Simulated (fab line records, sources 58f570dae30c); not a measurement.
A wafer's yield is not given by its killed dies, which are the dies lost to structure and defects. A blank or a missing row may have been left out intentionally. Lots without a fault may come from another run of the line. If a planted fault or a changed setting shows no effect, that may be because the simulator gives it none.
Split-lot trial | flow berkeleyCmos170 | 23 wafers read across 5 lots, on a route 331 steps long

== SPLIT DETAILS ==
At UCB170_WELLDRIVE_OXIDATION_01 (target thk 199 nm, ox time 9000 s), the setting oxTimeS was moved away from the recipe's 9000 s on 15 of the 23 wafers read, by -13.0% to +6.7%. All remaining wafers had this setting at the recipe value.

There is no step in the file separating the split from the reading.

== THE READING ==
At UCB170_WELLDRIVE_THK_MEAS_02: WELLDRIVE_OXIDE_THK, given in nm. Typical for fault-free wafers on this fab line: 197 nm, with standard deviation 3.4 nm.

wafer  | tool, chamber at the split | oxTimeS as run, s | against the recipe | WELLDRIVE_OXIDE_THK, nm | against lot-mates on the recipe
L074.2 | -, -                       | 9601              | +6.7%              | 207                     | no lot-mate on the recipe
L074.3 | -, -                       | 9601              | +6.7%              | 204                     | no lot-mate on the recipe
L074.4 | -, -                       | 9601              | +6.7%              | 205                     | no lot-mate on the recipe
L074.5 | -, -                       | 9601              | +6.7%              | 203                     | no lot-mate on the recipe
L074.6 | -, -                       | 9601              | +6.7%              | 205                     | no lot-mate on the recipe
L077.1 | -, -                       | 9000              | recipe             | 201                     | -
L077.3 | -, -                       | 9000              | recipe             | 194                     | -
L077.4 | -, -                       | 9000              | recipe             | 197                     | -
L077.5 | -, -                       | 9000              | recipe             | 202                     | -
L077.6 | -, -                       | 9000              | recipe             | 198                     | -
L078.1 | -, -                       | 8047              | -10.6%             | 179                     | no lot-mate on the recipe
L078.2 | -, -                       | 8047              | -10.6%             | 183                     | no lot-mate on the recipe
L078.3 | -, -                       | 8047              | -10.6%             | 181                     | no lot-mate on the recipe
L078.4 | -, -                       | 8047              | -10.6%             | 184                     | no lot-mate on the recipe
L078.6 | -, -                       | 8047              | -10.6%             | 181                     | no lot-mate on the recipe
L082.1 | furnace-01, 0              | 9000              | recipe             | 196                     | -
L082.3 | furnace-01, 0              | 9000              | recipe             | 195                     | -
L082.4 | furnace-01, 0              | 9000              | recipe             | 194                     | -
L083.1 | -, -                       | 7832              | -13.0%             | 181                     | no lot-mate on the recipe
L083.2 | -, -                       | 7832              | -13.0%             | 181                     | no lot-mate on the recipe
L083.3 | -, -                       | 7832              | -13.0%             | 186                     | no lot-mate on the recipe
L083.5 | -, -                       | 7832              | -13.0%             | 183                     | no lot-mate on the recipe
L083.6 | -, -                       | 7832              | -13.0%             | 184                     | no lot-mate on the recipe

FIT RESULTS
A straight line over all 23 wafers: WELLDRIVE_OXIDE_THK changes by +1.21 nm for each +1% of oxTimeS; r = +0.96; the points scatter about the line by 2.7 nm.
Too few moved wafers have a lot-mate on the recipe to fit a line with each lot's own level taken away.

== THE WHOLE CHAIN: every reading that the file lists as answering this split, in the file's order ==
step                          | what it does                      | reading                                                                               | change (the file's fit)             | r (the file's)
UCB170_WELLDRIVE_OXIDATION_01 | target thk 199 nm, ox time 9000 s | SiO2_of_WELLDRIVE_OXIDATION_01.thkNm (the simulator's own value, which no gauge read) | +1.2 nm for each +1% of the setting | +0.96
UCB170_WELLDRIVE_THK_MEAS_02  |                                   | WELLDRIVE_OXIDE_THK                                                                   | +1.2 for each +1% of the setting    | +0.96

== THE FILE'S OWN FIT ==
WELLDRIVE_OXIDE_THK changes by +1.2 nm for each +1% of oxTimeS, r = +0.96.
